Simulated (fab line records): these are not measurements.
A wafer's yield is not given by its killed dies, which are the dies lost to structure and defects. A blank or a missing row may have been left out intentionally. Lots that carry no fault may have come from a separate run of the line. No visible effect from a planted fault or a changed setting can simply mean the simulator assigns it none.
Problem report in the 8D (eight disciplines) form, filled by code :: flow rit_cmos :: the parts of the form that need people (team, actions taken, sign-off) are left out

== 1. THE PROBLEM ==
Wafers free of any fault read 115.79 ohm/sq (standard deviation 0.26) for PSD_RS at RIT_SDANNEAL_RS_MEAS_04, against a mean of 121.44 ohm/sq on 6 wafers of 2 lots. Measured from the usual mean, that is +22 standard deviations.
The step: measures by four-point-probe.
The first sign was on wafer L851.1 at day 7 05:01, on film_metro-03. The record holds 42 wafers of 14 lots with a number at this step. By rule, "out" or "out of limits" means more than 4 standard deviations away from the usual mean. The other wafers with a number count as sound.

== 2. WHAT IT IS, WHAT IT ISN'T ==
question: which readings at this step
is: PSD_RS
is not: -

question: which lots
is: L851, L853
is not: L832, L834, L835, L838, L839, L840, L841, L842, L843, L848, L852, L854

question: which wafers of those lots
is: all that have a number
is not: -

question: read on which gauges
is: film_metro-01, film_metro-03
is not: film_metro-02

question: when
is: from day 7 05:01
is not: up to then (30 sound wafers); but 6 sound wafers of L852, L854 came after

== 3. WHAT RULES OUT EACH SUSPECT ==
Counting: a tool at any process step up to the reading remains a suspect when it ran all the lots that are out and ran no sound lot after the first of those.
- the gauge at RIT_SDANNEAL_RS_MEAS_04 is ruled out. Those wafers that are out were read across 2 gauges (film_metro-01, film_metro-03).
- rtp_anneal-01 at RIT_SDANNEAL_RTA_03 (time 5 s): kept. It processed each lot that is out, first L851 at day 7 04:58, and no sound lot thereafter; up to then, the last sound lot it processed was L843 at day 5 12:37. On those wafers its own readings are out: wafer_temp_C_max.
Remaining after the count: rtp_anneal-01 at RIT_SDANNEAL_RTA_03.

== 4. THE CAUSE (what the simulator had put in) ==
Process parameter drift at RIT_SDANNEAL_RTA_03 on rtp_anneal-01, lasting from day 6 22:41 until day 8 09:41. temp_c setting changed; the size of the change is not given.
The count eliminated every tool but this one.

== 5. THE CHAIN OF EFFECTS, in route order ==
Each row: a reading whose mean over the struck wafers that have a number lies more than 3 standard deviations from the usual. Only readings for which the record gives a usual standard deviation are gone through. hours: the time from each lot's start at the first step in this table that gives one to its start at this step, as a median over the lots. sigmas: the change in usual standard deviations.
hours: 0
step: RIT_SDANNEAL_RTA_03
reading: wafer_temp_C_max
usual: 1053.5
on struck wafers: 1045.1
change: -8.4
sigmas: -7.6

hours: 0
step: RIT_SDANNEAL_RS_MEAS_04
reading: PSD_RS
usual: 115.79 ohm/sq
on struck wafers: 121.44
change: +5.65
sigmas: +22

hours: 0
step: RIT_SDANNEAL_RS_MEAS_06
reading: PLDD_RS
usual: 178.5 ohm/sq
on struck wafers: 183.8
change: +5.3
sigmas: +10
The process steps in it:
- RIT_SDANNEAL_RTA_03: time 5 s.

== 6. HOW IT WOULD HAVE BEEN CAUGHT EARLIER ==
6 hours passed between the start of the fault at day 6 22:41 and the first reading out of limits at a measuring or inspecting step in this record, taken at day 7 05:01.
Tool's own readings at RIT_SDANNEAL_RTA_03, wafer_temp_C_max: out on all struck wafers the step has rows for; an alarm limit on them would have tripped on the first.
Of the lots that are out (2), L853 began RIT_SDANNEAL_RTA_03 on rtp_anneal-01 after day 7 05:01. Putting the tool on hold at that point would have spared it.
